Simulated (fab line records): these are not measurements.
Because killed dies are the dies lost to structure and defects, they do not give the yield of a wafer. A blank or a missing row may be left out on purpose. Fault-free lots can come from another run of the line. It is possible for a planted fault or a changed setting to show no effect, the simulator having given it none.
Code-filled problem report in 8D (eight disciplines) form || flow rit-cmos || the parts of the form that need people (team, actions taken, sign-off) are left out

1. PROBLEM STATEMENT
NWELL_TW at RIT_NWELL_TW_MEAS_10 reads a mean of 2216 on 6 wafers of 2 lots; wafers without a fault read 2141 with a standard deviation of 13. That puts it +5.8 standard deviations away from the usual mean.
The first sign was on wafer L298.3 at day 3 20:20, on film-metro-04. The record holds 42 wafers of 14 lots with a number at this step. Rule for "out", or "out of limits": more than 4 standard deviations from the usual mean. The rest of the wafers with a number are treated as sound.

2. WHAT THIS IS AND IS NOT
{"question": "which readings at this step", "is": "NWELL_TW", "is not": "-"}
{"question": "which lots", "is": "L298, L302", "is not": "L289, L290, L291, L292, L293, L295, L296, L297, L307, L308, L311, L312"}
{"question": "which wafers of those lots", "is": "all that have a number", "is not": "-"}
{"question": "read on which gauges", "is": "film-metro-03, film-metro-04", "is not": "film-metro-01"}
{"question": "when", "is": "from day 3 20:20", "is not": "up to then (24 sound wafers); but 12 sound wafers of L307, L308, L311, L312 came after"}

3. WHAT RULES OUT EACH SUSPECT
Counting: a tool at any process step up to the reading remains a suspect when it ran all the lots that are out and ran no sound lot after the first of those.
- the gauge at RIT_NWELL_TW_MEAS_10 is ruled out. Those wafers that are out were read across 2 gauges (film-metro-03, film-metro-04).
- implanter-02 at RIT_NWELL_IMPLANT_08: kept. Every lot that is out went through it, starting with L298 (day 3 20:02), and after that it ran no sound lot; the last sound lot it ran before then is L297 (day 3 16:29). On those wafers its own readings are out: end-station-pressure-torr.
Left after counting: implanter-02 at RIT_NWELL_IMPLANT_08.

4. THE CAUSE (what the simulator had put in)
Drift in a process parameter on implanter-02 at RIT_NWELL_IMPLANT_08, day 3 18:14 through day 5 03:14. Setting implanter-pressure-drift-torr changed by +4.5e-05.
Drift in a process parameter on implanter-02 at RIT_NWELL_IMPLANT_08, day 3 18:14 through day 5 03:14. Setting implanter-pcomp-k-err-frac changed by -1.
Counting left only this tool.

5. THE CHAIN OF EFFECTS, in route order
Rows list readings where the struck wafers' mean (over those with a number) sits beyond 3 standard deviations from the usual. Readings are gone through only where the record gives a usual standard deviation; hours: the median, over the lots, of the time from a lot's start at the first step in this table giving one to that lot's start at this step; sigmas: the change measured in usual standard deviations.
{"hours": 0, "step": "RIT_NWELL_IMPLANT_08", "reading": "beam-on-s", "usual": "9.99 s", "on struck wafers": 10.98, "change": "+0.99", "sigmas": "+5.2"}
{"hours": 0, "step": "RIT_NWELL_IMPLANT_08", "reading": "end-station-pressure-torr", "usual": "5.14e-06 Torr", "on struck wafers": 4.93e-05, "change": "+4.42e-05", "sigmas": "+99 or more"}
{"hours": 0, "step": "RIT_NWELL_IMPLANT_08", "reading": "faraday-current-uA", "usual": 158.8, "on struck wafers": 146.0, "change": -12.8, "sigmas": -4.4}
{"hours": 0, "step": "RIT_NWELL_TW_MEAS_10", "reading": "NWELL_TW", "usual": 2141, "on struck wafers": 2216, "change": "+75", "sigmas": "+5.8"}
{"hours": 10, "step": "RIT_WELLDRIVE_RS_MEAS_01", "reading": "NWELL_RS", "usual": "275.8 ohm/sq", "on struck wafers": 259.1, "change": -16.7, "sigmas": -20}
Process steps it contains:
- RIT_NWELL_IMPLANT_08

6. WHAT WOULD HAVE CAUGHT IT SOONER
In this record the first reading out of limits at a measuring or inspecting step was taken at day 3 20:20, 2 hours after the fault began at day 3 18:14.
The tool's own readings at RIT_NWELL_IMPLANT_08 were out on every struck wafer that the step has a row for (end-station-pressure-torr): an alarm limit on them would have fired on the first of those.
L302, from the lots that are out (2), started RIT_NWELL_IMPLANT_08 on implanter-02 later than day 3 20:20. Had the tool been put on hold then, it would have been spared.
